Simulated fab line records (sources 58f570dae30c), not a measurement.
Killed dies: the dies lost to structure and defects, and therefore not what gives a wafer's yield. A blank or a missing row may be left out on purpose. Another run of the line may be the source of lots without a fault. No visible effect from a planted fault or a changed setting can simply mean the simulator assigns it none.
One fault seen from 2 desks	flow berkeleyCmos170	each desk holds nothing but its own numbers, with what lay behind them at the end

TOOL OWNER'S DESK, krfScanner-01
The tool's own readings at UCB170_PLDD_EXPOSE_03 (exposes mask PSELECT, target cd 1200 nm): means of the sampled wafers that have a number, for each lot that ran on this tool. The brackets show how far a lot's mean lies from the usual mean; more than 4 standard deviations puts the lot out of limits, marked OUT.
Columns: A = exposureDoseMJCm2 at UCB170_PLDD_EXPOSE_03, usual 30.01; B = focusOffsetNm at UCB170_PLDD_EXPOSE_03, usual 0.1 nm; C = stageVelMmS at UCB170_PLDD_EXPOSE_03, usual 499.93 mm/s
lot	first seen here	A	B	C
L337	day 6 08:58	30.03	0.5	500.32
L338	day 6 13:34	30.00	-0.4	499.84
L339	day 6 13:46	29.97	0.4	500.07
L340	day 6 14:15	30.04	0.5	499.78
L343	day 7 00:25	30.03	-0.6	499.96
L347	day 7 20:02	29.43 (-17) OUT	-0.1	499.88
L345	day 7 20:46	28.96 (-31) OUT	-0.2	499.79
L360	day 10 10:07	30.03	-0.2	499.77
This desk's finding: out of limits on L345, L347; first on L347, day 7 20:02 (exposureDoseMJCm2 at UCB170_PLDD_EXPOSE_03). Within limits: L337, L338, L339, L340, L343, L360.

METROLOGY DESK
What the gauges read for every lot (on any tool): the sampled wafers with a number, averaged. The brackets show how far a lot's mean lies from the usual mean; more than 4 standard deviations puts the lot out of limits, marked OUT.
Columns: A = NVT_TW at UCB170_NVT_TW_MEAS_09, usual 523.3; B = cdNm at UCB170_PLDD_CD_MEAS_06, usual 1199.8 nm; C = CONTACT_PSG_THK at UCB170_CONTACT_THK_MEAS_02, usual 703 nm
lot	first seen here	A	B	C
L337	day 5 18:35	520.4	1202.4	716
L339	day 5 23:57	524.8	1199.9	712
L340	day 6 00:07	524.0	1203.4	710
L338	day 6 00:16	522.7	1198.2	696
L343	day 6 07:38	524.0	1198.7	710
L347	day 7 06:20	525.3	1209.4 (+6.4) OUT	704
L345	day 7 06:40	524.6	1211.2 (+7.6) OUT	705
L351	day 8 02:47	522.2	1198.8	695
L352	day 8 11:08	522.7	1200.6	693
L353	day 9 06:29	523.4	1197.3	704
L360	day 9 17:26	520.2	1201.9	697
This desk's finding: out of limits on L345, L347; first on L347, day 7 20:33 (cdNm at UCB170_PLDD_CD_MEAS_06). Within limits: L337, L339, L340, L338, L343, L351, L352, L353, L360.

TAKEN TOGETHER
On L345, L347, at day 7 20:02, an alarm was possible from the tool owner's desk.
At day 7 20:33 the metrology desk could have sounded an alarm, on L345, L347.
Every lot named ran UCB170_PLDD_EXPOSE_03 on krfScanner-01.

WHAT WAS PUT IN BY THE SIMULATOR
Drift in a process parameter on krfScanner-01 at UCB170_PLDD_EXPOSE_03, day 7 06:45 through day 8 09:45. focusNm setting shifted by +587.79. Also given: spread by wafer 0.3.
Struck lots among those shown: L345, L347.
Fault start to first reading out of limits, in hours, per desk: tool owner, 13; metrology, 14.
